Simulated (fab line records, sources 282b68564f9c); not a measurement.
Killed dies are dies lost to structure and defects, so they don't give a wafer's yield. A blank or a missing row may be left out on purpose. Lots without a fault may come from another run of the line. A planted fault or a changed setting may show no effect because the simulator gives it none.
fab line records | flow rit_cmos
record lots=13 wafers=39 last_day=7
route steps=202 shown ACTIVE@3 GATE@84 M1@202
lots that met no fault: from a run of the same line without faults
start_h: hours from the record's first day to the start of the lot's first wafer shown | wait_h: hours since the lot's step before | " the same as in the row above | L1.1+2: a row that stands for several wafers | - no value, or no start given | * or withheld: withheld | < > ~ a bound
route shown NAME@n: a module of which the file shows steps, and the number in the route of the first | usual: mean/standard deviation of fault-free wafers | same: alike in all rows | chamber/n: place in a boat | sites: the reading at each site | _std_site: their standard deviation | _edge_site: outer sites' mean less inner sites' | radius_mm: how far each site lies from the wafer's centre | mask NAME#n: copy n | behind: the tool/chamber that last shaped the wafer | hold: why the lot was held/for how many hours/how that ended | device: the transistor (n, p or np) that didn't switch | end of line: the same wafers' tests at the end of the route | a step without rows: its recipe alone | killed: dies lost to structure and defects at the first sort, not the wafer's yield | map: a wafer's dies, x killed, . not, _ none there
set.NAME: the setting as run; set.NAME@STEP: as run at that earlier step | model.NAME: the simulator's own value behind a step, which no gauge read
steps of the route over a sample of lots; a table a step, a row a wafer
services: from which hour (start_h, from the record's first day; less than 0 if before it) a tool's chamber was out of use, for how many hours, and why
## steps
# step RIT_ACTIVE_THK_MEAS_02
# recipe reads=SiO2_of_ACTIVE_OXIDATION_01
# usual ACTIVE_OXIDE_THK=46.0/0.84
# columns lot.wafer tool chamber start_h wait_h ACTIVE_OXIDE_THK[nm]
L902.3 film_metro-03 - 12.08 0.0 44.8
L902.4 " - " " 45.2
L902.6 " - " " 44.8
L903.2 film_metro-04 - 17.50 0.0 47.4
L903.3 " - " " 47.2
L903.6 " - " " 47.4
L905.2 film_metro-03 - 27.07 0.0 46.8
L905.4 " - " " 47.1
L905.6 " - " " 46.5
L906.4 film_metro-04 - 34.56 0.0 46.3
L906.5 " - " " 45.9
L906.6 " - " " 46.8
L907.2 film_metro-03 - 37.55 0.0 46.8
L907.5 " - " " 47.4
L907.6 " - " " 47.1
L908.1 film_metro-03 - 42.07 0.0 46.3
L908.4 " - " " 46.8
L908.6 " - " " 47.2
L909.3 film_metro-02 - 47.07 0.0 46.5
L909.5 " - " " 46.4
L909.6 " - " " 47.0
L910.2 film_metro-02 - 52.06 0.0 45.7
L910.3 " - " " 45.0
L910.4 " - " " 46.3
L912.2 film_metro-04 - 63.12 0.0 47.0
L912.3 " - " " 47.1
L912.5 " - " " 47.6
L916.4 film_metro-02 - 82.08 0.0 46.0
L916.5 " - " " 46.5
L916.6 " - " " 46.1
L922.1 film_metro-04 - 112.45 0.0 44.8
L922.2 " - " " 44.7
L922.3 " - " " 45.6
L923.1 film_metro-02 - 117.14 0.0 45.8
L923.4 " - " " 45.7
L923.6 " - " " 45.2
L925.1 film_metro-03 - 129.41 0.0 45.9
L925.3 " - " " 46.1
L925.6 " - " " 45.6
# step RIT_ACTIVE_CD_MEAS_11
# recipe target_cd_nm=1400
# usual cd_nm=1399.9/2.3
# columns lot.wafer tool chamber start_h wait_h cd_nm
L902.3 cd_sem-01 - 14.70 - 1401.0
L902.4 " - " " 1401.4
L902.6 " - " " 1402.9
L903.2 cd_sem-02 - 20.05 - 1398.6
L903.3 " - " " 1400.9
L903.6 " - " " 1399.9
L905.2 cd_sem-01 - 29.70 - 1398.9
L905.4 " - " " 1397.2
L905.6 " - " " 1400.0
L906.4 cd_sem-01 - 39.31 - 1400.8
L906.5 " - " " 1400.7
L906.6 " - " " 1399.4
L907.2 cd_sem-01 - 41.40 - 1401.8
L907.5 " - " " 1402.4
L907.6 " - " " 1401.0
L908.1 cd_sem-01 - 45.30 - 1399.4
L908.4 " - " " 1402.1
L908.6 " - " " 1397.4
L909.3 cd_sem-02 - 49.55 - 1399.7
L909.5 " - " " 1401.1
L909.6 " - " " 1399.4
L910.2 cd_sem-02 - 54.46 - 1397.6
L910.3 " - " " 1400.1
L910.4 " - " " 1399.6
L912.2 cd_sem-02 - 65.98 - 1402.7
L912.3 " - " " 1399.2
L912.5 " - " " 1401.5
L916.4 cd_sem-02 - 85.33 - 1398.6
L916.5 " - " " 1400.7
L916.6 " - " " 1399.6
L922.1 cd_sem-02 - 114.99 - 1401.0
L922.2 " - " " 1400.8
L922.3 " - " " 1399.9
L923.1 cd_sem-01 - 119.65 - 1395.0
L923.4 " - " " 1393.7
L923.6 " - " " 1393.7
L925.1 cd_sem-01 - 131.93 - 1396.5
L925.3 " - " " 1397.9
L925.6 " - " " 1399.4
# step RIT_ACTIVE_STRIP_14
# recipe chemistry=O2 time_s=180 resist=NOVOLAK platen_temp_c=withheld power_w=500 pressure_mtorr=4000 o2_flow_sccm=4000
# usual drypump_motor_current_A=5.85/0.18
# columns lot.wafer tool chamber start_h wait_h drypump_motor_current_A rf_hours_counter_h
L902.3 plasma_asher-01 0 15.12 0.1 6.11 -
L902.4 " 1 " " 5.70 -
L902.6 " 0 " " 6.12 -
L903.2 plasma_asher-02 1 20.44 0.1 5.84 38
L903.3 " 1 " " 5.86 -
L903.6 " 0 " " 5.72 -
L905.2 plasma_asher-02 1 30.09 0.1 5.84 39
L905.4 " 0 " " 5.71 -
L905.6 " 1 " " 5.86 -
L906.4 plasma_asher-03 1 39.87 0.1 6.07 -
L906.5 " 1 " " 6.07 -
L906.6 " 0 " " 5.67 -
L907.2 plasma_asher-02 1 41.78 0.1 5.85 40
L907.5 " 0 " " 5.72 -
L907.6 " 1 " " 5.88 -
L908.1 plasma_asher-02 0 45.70 0.1 5.72 41
L908.4 " 1 " " 5.87 -
L908.6 " 1 " " 5.85 -
L909.3 plasma_asher-03 1 49.97 0.1 6.03 -
L909.5 " 1 " " 6.03 -
L909.6 " 0 " " 5.69 -
L910.2 plasma_asher-03 0 54.84 0.1 5.70 40
L910.3 " 0 " " 5.68 -
L910.4 " 1 " " 6.05 -
L912.2 plasma_asher-02 1 66.36 0.1 5.85 43
L912.3 " 0 " " 5.75 -
L912.5 " 0 " " 5.70 -
L916.4 plasma_asher-02 1 85.73 0.1 5.87 -
L916.5 " 0 " " 5.73 -
L916.6 " 1 " " 5.88 -
L922.1 plasma_asher-03 1 115.44 0.1 6.04 47
L922.2 " 0 " " 5.69 47
L922.3 " 1 " " 6.03 -
L923.1 plasma_asher-01 0 120.12 0.1 6.12 0
L923.4 " 1 " " 5.67 -
L923.6 " 1 " " 5.65 -
L925.1 plasma_asher-01 0 132.33 0.1 6.09 1
L925.3 " 0 " " 6.10 -
L925.6 " 1 " " 5.66 -
# step RIT_GATE_CVD_08
# recipe material=poly-Si target_thk_nm=250 temp_c=610 precursor=SiH4 time_s=2220 pressure_mtorr=300 sih4_flow_sccm=100
# usual spike_tc_load_C=633/4
# columns lot.wafer tool chamber start_h wait_h spike_tc_load_C
L902.3 lpcvd-02 1 36.87 0.0 636
L902.4 " 1 " " 637
L902.6 " 1 " " 634
L903.2 lpcvd-01 1 40.94 0.0 624
L903.3 " 1 " " 624
L903.6 " 1 " " 625
L905.2 lpcvd-02 0 54.75 0.0 634
L905.4 " 0 " " 636
L905.6 " 0 " " 634
L906.4 lpcvd-01 0 64.49 0.0 633
L906.5 " 0 " " 633
L906.6 " 0 " " 633
L907.2 lpcvd-02 0 64.92 0.2 634
L907.5 " 0 " " 635
L907.6 " 0 " " 635
L908.1 lpcvd-02 1 66.54 0.4 637
L908.4 " 1 " " 635
L908.6 " 1 " " 635
L909.3 lpcvd-02 1 74.62 0.0 634
L909.5 " 1 " " 636
L909.6 " 1 " " 637
L910.2 lpcvd-01 1 79.44 0.0 624
L910.3 " 1 " " 625
L910.4 " 1 " " 624
L912.2 lpcvd-01 0 87.93 1.0 633
L912.3 " 0 " " 633
L912.5 " 0 " " 634
L916.4 lpcvd-02 1 107.86 0.0 636
L916.5 " 1 " " 634
L916.6 " 1 " " 636
L922.1 lpcvd-02 1 138.05 0.1 637
L922.2 " 1 " " 635
L922.3 " 1 " " 636
L923.1 lpcvd-01 1 142.36 0.1 623
L923.4 " 1 " " 624
L923.6 " 1 " " 624
L925.1 lpcvd-02 1 151.43 0.1 636
L925.3 " 1 " " 636
L925.6 " 1 " " 635
# step RIT_GATE_THK_MEAS_09
# recipe reads=poly-Si_of_GATE_CVD_08
# usual GATE_POLY_THK=248.0/2.9
# columns lot.wafer tool chamber start_h wait_h GATE_POLY_THK[nm]
L902.3 film_metro-03 - 38.51 0.0 247.4
L902.4 " - " " 248.8
L902.6 " - " " 247.4
L903.2 film_metro-01 - 43.37 0.0 250.4
L903.3 " - " " 249.9
L903.6 " - " " 249.0
L905.2 film_metro-03 - 56.38 0.0 247.6
L905.4 " - " " 246.0
L905.6 " - " " 247.9
L907.2 film_metro-03 - 66.55 0.0 248.5
L907.5 " - " " 249.3
L907.6 " - " " 249.0
L906.4 film_metro-02 - 66.95 0.0 246.5
L906.5 " - " " 247.7
L906.6 " - " " 248.7
L908.1 film_metro-01 - 68.16 0.0 246.7
L908.4 " - " " 246.7
L908.6 " - " " 247.1
L909.3 film_metro-02 - 77.06 0.0 244.9
L909.5 " - " " 245.0
L909.6 " - " " 247.4
L910.2 film_metro-01 - 81.07 0.0 253.5
L910.3 " - " " 254.8
L910.4 " - " " 253.3
L912.2 film_metro-02 - 90.37 0.0 252.4
L912.3 " - " " 251.5
L912.5 " - " " 251.8
L916.4 film_metro-03 - 109.50 0.0 246.3
L916.5 " - " " 247.7
L916.6 " - " " 247.9
L922.1 film_metro-02 - 139.67 0.0 250.1
L922.2 " - " " 249.5
L922.3 " - " " 251.1
L923.1 film_metro-03 - 143.98 0.0 403.9
L923.4 " - " " 401.4
L923.6 " - " " 404.4
L925.1 film_metro-01 - 153.05 0.0 243.9
L925.3 " - " " 245.5
L925.6 " - " " 244.1
# step RIT_GATE_ETCH_19
# recipe chemistry=SF6/CHF3/O2 time_s=165 SF6_flow_sccm=30 CHF3_flow_sccm=30 O2_flow_sccm=5 target=poly-Si pressure_mtorr=40 rf_w=160 target_depth_a=3125 over_etch_frac=0.25 stop_on=SiO2
# usual drypump_motor_current_A=5.7/0.41 oes_product_au=0.843/0.013 throttle_valve_pct=10.21/0.086
# columns lot.wafer tool chamber start_h wait_h drypump_motor_current_A oes_product_au rf_hours_counter_h throttle_valve_pct
L902.3 rie_si-01 2 39.84 0.1 6.4 0.828 3 10.20
L902.4 " 3 " " 5.7 0.824 117 10.43
L902.6 " 3 " " 5.6 0.821 - 10.45
L903.2 rie_si-02 2 44.58 0.1 5.7 0.841 65 10.16
L903.3 " 0 " " 5.2 0.870 99 10.15
L903.6 " 1 " " 5.4 0.841 - 10.19
L905.2 rie_si-02 3 57.79 0.1 5.4 0.839 100 10.26
L905.4 " 0 " " 5.2 0.861 99 10.17
L905.6 " 3 " " 5.4 0.833 - 10.27
L907.2 rie_si-01 1 67.98 0.1 5.6 0.858 75 10.14
L907.5 " 1 " " 5.6 0.857 - 10.14
L907.6 " 0 " " 6.4 0.843 - 10.20
L906.4 rie_si-02 1 68.13 0.1 5.4 0.834 42 10.19
L906.5 " 0 " " 5.2 0.856 - 10.15
L906.6 " 3 " " 5.3 0.845 - 10.28
L908.1 rie_si-01 3 69.37 0.1 5.7 0.826 117 10.43
L908.4 " 2 " " 6.4 0.830 3 10.20
L908.6 " 1 " " 5.7 0.857 - 10.13
L909.3 rie_si-02 3 78.26 0.1 5.3 0.835 100 10.28
L909.5 " 3 " " 5.4 0.823 - 10.26
L909.6 " 2 " " 5.8 0.833 - 10.16
L910.2 rie_si-01 1 82.68 0.1 5.6 0.865 75 10.15
L910.3 " 2 " " 6.4 0.845 4 10.20
L910.4 " 0 " " 6.4 0.848 4 10.19
L912.2 rie_si-01 2 91.57 0.1 6.3 0.849 4 10.22
L912.3 " 0 " " 6.4 0.853 4 10.18
L912.5 " 1 " " 5.6 0.870 - 10.13
L916.4 rie_si-01 2 110.69 0.1 6.4 0.827 4 10.19
L916.5 " 1 " " 5.6 0.855 - 10.15
L916.6 " 2 " " 6.4 0.828 - 10.21
L922.1 rie_si-01 2 141.01 0.1 6.4 0.841 4 10.23
L922.2 " 3 " " 5.6 0.840 118 10.44
L922.3 " 0 " " 6.4 0.849 4 10.21
L923.1 rie_si-02 2 145.32 0.1 5.8 0.989 66 10.16
L923.4 " 1 " " 5.4 0.997 42 10.20
L923.6 " 2 " " 5.8 0.997 - 10.16
L925.1 rie_si-02 3 154.43 0.1 5.4 0.832 101 10.27
L925.3 " 1 " " 5.5 0.843 42 10.18
L925.6 " 1 " " 5.4 0.833 - 10.17
# step RIT_M1_PROBE_99
# usual killed_at_contacts=0.1/0.31 killed_at_front_end=8/3.1 killed_dies=8/3.2 killed_on_rim=2.1/1.6 killed_open=3.9/2.2 killed_short=3.8/2.1
# same gross_dies=264 killed_at_M0_to_M3=0 killed_at_M4_up=0 killed_at_back_side=0 killed_at_other=0
# columns lot.wafer tool chamber start_h wait_h killed_at_contacts killed_at_front_end killed_dies killed_on_rim killed_open killed_short
L902.3 prober-02 - 62.40 0.2 0 12 12 7 5 7
L902.4 prober-02 - 62.45 0.2 0 12 12 3 5 7
L902.6 prober-02 - 62.55 0.2 0 8 8 2 6 2
L903.2 prober-01 - 66.54 0.1 0 4 4 1 4 0
L903.3 prober-01 - 66.59 0.2 0 2 2 0 0 2
L903.6 prober-01 - 66.74 0.2 0 7 7 3 3 4
L905.2 prober-01 - 80.81 0.1 0 6 6 1 5 1
L905.4 prober-01 - 80.91 0.2 0 4 4 0 1 3
L905.6 prober-01 - 81.01 0.2 0 8 8 5 4 4
L907.2 prober-02 - 89.08 0.1 1 10 11 4 6 5
L907.5 prober-02 - 89.23 0.2 0 5 5 0 4 1
L907.6 prober-02 - 89.28 0.2 0 4 4 0 2 2
L906.4 prober-01 - 90.68 0.2 0 7 7 5 5 2
L906.5 prober-01 - 90.73 0.2 0 7 7 1 4 3
L906.6 prober-01 - 90.78 0.2 0 9 9 2 3 6
L908.1 prober-02 - 92.29 0.1 0 11 11 3 6 5
L908.4 prober-02 - 92.44 0.2 1 13 14 5 5 9
L908.6 prober-02 - 92.54 0.2 0 3 3 3 1 2
L909.3 prober-01 - 99.15 0.2 0 4 4 1 3 1
L909.5 prober-01 - 99.25 0.2 0 4 4 0 1 3
L909.6 prober-01 - 99.30 0.2 0 5 5 0 2 3
L910.2 prober-02 - 108.64 0.1 0 8 8 4 8 0
L910.3 prober-02 - 108.69 0.2 0 9 9 3 4 5
L910.4 prober-02 - 108.74 0.2 1 13 14 4 10 4
L912.2 prober-02 - 112.80 0.1 0 7 7 1 3 4
L912.3 prober-02 - 112.85 0.2 0 8 8 0 3 5
L912.5 prober-02 - 112.95 0.2 0 4 4 1 2 2
L916.4 prober-02 - 132.17 0.2 0 3 3 1 1 2
L916.5 prober-02 - 132.22 0.2 0 11 11 3 9 2
L916.6 prober-02 - 132.27 0.2 0 6 6 1 2 4
L922.1 prober-02 - 162.32 0.1 0 7 7 4 2 5
L922.2 prober-02 - 162.37 0.1 0 4 4 0 1 3
L922.3 prober-02 - 162.42 0.2 1 6 7 0 2 5
L923.1 prober-01 - 166.26 0.1 0 264 264 70 7 5
L923.4 prober-01 - 166.41 0.2 0 264 264 70 7 2
L923.6 prober-01 - 166.51 0.2 0 264 264 70 6 5
L925.1 prober-01 - 175.37 0.1 0 7 7 1 2 5
L925.3 prober-01 - 175.47 0.2 0 7 7 4 4 3
L925.6 prober-01 - 175.62 0.2 0 7 7 1 3 4
# killed by level:class
L902.3 GATE:geometric_particle:short=3 SILICIDE:geometric_particle:open=2 FOX1:geometric_particle:open=1 FOX2:geometric_particle:short=1 GATE:geometric_particle:open=1 REOX:geometric_particle:open=1 REOX:geometric_particle:short=1 SPACER:geometric_particle:short=1
L902.4 GATE:geometric_particle:open=3 GATE:geometric_particle:short=2 FOX1:geometric_particle:short=1 FOX2:geometric_particle:short=1 REOX:geometric_particle:short=1 SPACER:geometric_particle:short=1 SPACER:geometric_particle:open=1 SILICIDE:geometric_particle:open=1
L902.6 FOX2:geometric_particle:short=2 FOX2:geometric_particle:open=2 GATE:geometric_particle:open=2 REOX:geometric_particle:open=2
L903.2 SILICIDE:geometric_particle:open=2 FOX1:geometric_particle:open=1 SPACER:geometric_particle:open=1
L903.3 SPACER:geometric_particle:short=2
L903.6 FOX1:geometric_particle:short=1 FOX1:geometric_particle:open=1 GATE:geometric_particle:open=1 GATE:geometric_particle:short=1 REOX:geometric_particle:short=1 REOX:geometric_particle:open=1 SILICIDE:geometric_particle:short=1
L905.2 FOX1:geometric_particle:open=2 GATE:geometric_particle:open=2 GATE:geometric_particle:short=1 REOX:geometric_particle:open=1
L905.4 GATE:geometric_particle:short=3 STARTING-WAFER:geometric_particle:open=1
L905.6 REOX:geometric_particle:short=3 SPACER:geometric_particle:open=2 FOX1:geometric_particle:open=1 REOX:geometric_particle:open=1 SPACER:geometric_particle:short=1
L907.2 SPACER:geometric_particle:open=3 GATE:geometric_particle:short=2 SPACER:geometric_particle:short=2 FOX2:geometric_particle:open=1 SILICIDE:geometric_particle:short=1 SILICIDE:geometric_particle:open=1 CONTACT:geometric_particle:open=1
L907.5 SILICIDE:geometric_particle:open=2 REOX:geometric_particle:open=1 SPACER:geometric_particle:open=1 SILICIDE:geometric_particle:short=1
L907.6 FOX2:geometric_particle:short=1 GATE:geometric_particle:open=1 GATE:geometric_particle:short=1 SPACER:geometric_particle:open=1
L906.4 GATE:geometric_particle:open=2 REOX:geometric_particle:open=2 FOX2:geometric_particle:open=1 SPACER:geometric_particle:short=1 SILICIDE:geometric_particle:short=1
L906.5 GATE:geometric_particle:open=3 FOX2:geometric_particle:open=1 FOX2:geometric_particle:short=1 GATE:geometric_particle:short=1 SPACER:geometric_particle:short=1
L906.6 GATE:geometric_particle:open=2 REOX:geometric_particle:short=2 SPACER:geometric_particle:short=2 FOX2:geometric_particle:short=1 SPACER:geometric_particle:open=1 SILICIDE:geometric_particle:short=1
L908.1 GATE:geometric_particle:short=3 SILICIDE:geometric_particle:open=2 FOX1:geometric_particle:open=1 FOX2:geometric_particle:open=1 GATE:geometric_particle:open=1 REOX:geometric_particle:short=1 REOX:geometric_particle:open=1 SILICIDE:geometric_particle:short=1
L908.4 SPACER:geometric_particle:short=3 GATE:geometric_particle:short=2 SILICIDE:geometric_particle:short=2 FOX1:geometric_particle:open=1 FOX2:geometric_particle:short=1 REOX:geometric_particle:short=1 REOX:geometric_particle:open=1 SPACER:geometric_particle:open=1
L908.6 FOX2:geometric_particle:short=1 GATE:geometric_particle:open=1 SPACER:geometric_particle:short=1
L909.3 GATE:geometric_particle:open=2 GATE:geometric_particle:short=1 REOX:geometric_particle:open=1
L909.5 GATE:geometric_particle:short=2 FOX1:geometric_particle:open=1 FOX1:geometric_particle:short=1
L909.6 FOX1:geometric_particle:short=1 GATE:geometric_particle:short=1 REOX:geometric_particle:open=1 SPACER:geometric_particle:open=1 SPACER:geometric_particle:short=1
L910.2 FOX1:geometric_particle:open=3 GATE:geometric_particle:open=3 SILICIDE:geometric_particle:open=2
L910.3 SILICIDE:geometric_particle:short=3 GATE:geometric_particle:open=2 FOX1:geometric_particle:short=1 FOX2:geometric_particle:open=1 GATE:geometric_particle:short=1 REOX:geometric_particle:open=1
L910.4 GATE:geometric_particle:open=6 GATE:geometric_particle:short=2 REOX:geometric_particle:short=2 REOX:geometric_particle:open=1 SPACER:geometric_particle:open=1 SILICIDE:geometric_particle:open=1 CONTACT:geometric_particle:open=1
L912.2 FOX1:geometric_particle:short=2 GATE:geometric_particle:short=2 GATE:geometric_particle:open=2 SILICIDE:geometric_particle:open=1
L912.3 SILICIDE:geometric_particle:short=4 FOX1:geometric_particle:open=1 GATE:geometric_particle:open=1 GATE:geometric_particle:short=1 SPACER:geometric_particle:open=1
L912.5 REOX:geometric_particle:short=1 REOX:geometric_particle:open=1 SPACER:geometric_particle:open=1 SILICIDE:geometric_particle:short=1
L916.4 FOX2:geometric_particle:short=2 FOX2:geometric_particle:open=1
L916.5 FOX2:geometric_particle:open=3 FOX2:geometric_particle:short=2 GATE:geometric_particle:open=2 FOX1:geometric_particle:open=1 REOX:geometric_particle:open=1 SPACER:geometric_particle:open=1 SILICIDE:geometric_particle:open=1
L916.6 GATE:geometric_particle:short=3 GATE:geometric_particle:open=2 FOX2:geometric_particle:short=1
L922.1 GATE:geometric_particle:short=2 FOX1:geometric_particle:open=1 GATE:geometric_particle:open=1 REOX:geometric_particle:short=1 SPACER:geometric_particle:short=1 SILICIDE:geometric_particle:short=1
L922.2 FOX1:geometric_particle:short=2 GATE:geometric_particle:open=1 GATE:geometric_particle:short=1
L922.3 GATE:geometric_particle:open=2 GATE:geometric_particle:short=2 SPACER:geometric_particle:short=1 SILICIDE:geometric_particle:short=1 CONTACT:geometric_particle:short=1
L923.1 GATE:area_etch=252 FOX2:geometric_particle:open=3 FOX2:geometric_particle:short=2 GATE:geometric_particle:short=2 SPACER:geometric_particle:open=2 SILICIDE:geometric_particle:open=2 SPACER:geometric_particle:short=1
L923.4 GATE:area_etch=255 GATE:geometric_particle:open=3 REOX:geometric_particle:open=2 GATE:geometric_particle:short=1 SPACER:geometric_particle:short=1 SPACER:geometric_particle:open=1 SILICIDE:geometric_particle:open=1
L923.6 GATE:area_etch=253 GATE:geometric_particle:open=3 FOX2:geometric_particle:short=2 GATE:geometric_particle:short=2 SILICIDE:geometric_particle:open=2 FOX2:geometric_particle:open=1 REOX:geometric_particle:short=1
L925.1 GATE:geometric_particle:short=2 REOX:geometric_particle:short=2 FOX2:geometric_particle:open=1 SPACER:geometric_particle:short=1 SILICIDE:geometric_particle:open=1
L925.3 FOX1:geometric_particle:short=1 FOX1:geometric_particle:open=1 GATE:geometric_particle:short=1 GATE:geometric_particle:open=1 REOX:geometric_particle:short=1 REOX:geometric_particle:open=1 SPACER:geometric_particle:open=1
L925.6 GATE:geometric_particle:short=2 FOX2:geometric_particle:open=1 FOX2:geometric_particle:short=1 GATE:geometric_particle:open=1 REOX:geometric_particle:short=1 REOX:geometric_particle:open=1
## services
# columns tool chamber start_h hours kind
plasma_asher-01 - 55.06 1.2 repair
lpcvd-02 - 57.40 6.1 pm
plasma_asher-02 - 72.75 2.8 pm
rie_si-01 2 99.55 5.9 repair
plasma_asher-01 - 108.90 9.0 pm
plasma_asher-01 0 108.90 9.0 vent_cycle
plasma_asher-01 1 108.90 9.0 vent_cycle
plasma_asher-01 0 117.90 - clean
plasma_asher-01 1 117.90 - clean
rie_si-02 0 150.12 12.7 repair
## key
first_sign step=RIT_GATE_THK_MEAS_09 reading=GATE_POLY_THK direction=up sigmas=54 usual=248.0 struck=403.2
effect step=RIT_GATE_ETCH_19 reading=oes_product_au direction=up sigmas=12 usual=0.843 struck=0.994
effect step=RIT_M1_PROBE_99 reading=killed_at_front_end direction=up sigmas=82 usual=8 struck=264
more_kills_born_at RIT_GATE_ETCH_19@rie_si-02=760
met_at RIT_GATE_CVD_08
struck_lots L923
struck_wafers L923.1,L923.4,L923.6
later_rows_left_out L923.1,L923.4,L923.6
tester_left_out L923
not_acting_at RIT_ACTIVE_THK_MEAS_02,RIT_ACTIVE_CD_MEAS_11,RIT_ACTIVE_STRIP_14
onset_between 79.44 142.36
fault kind=process_parameter_drift tool=lpcvd-01 chamber=1 onset_h=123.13 steps=RIT_GATE_CVD_08 channel=target_thk_nm offset=149.85 shape=step end_h=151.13 acts_in=these_recipes_only stated=250
# tester_left_out: of these lots the tester's yield and bins aren't shown, on N5 and GAA mostly nor the transistor test; their killed dies are dies lost to structure and defects alone, not to doping, threshold or leakage, so they don't give the yield
# later_rows_left_out: the simulator's readings of these wafers behind a module that went badly wrong aren't trusted and aren't shown, but for the sort
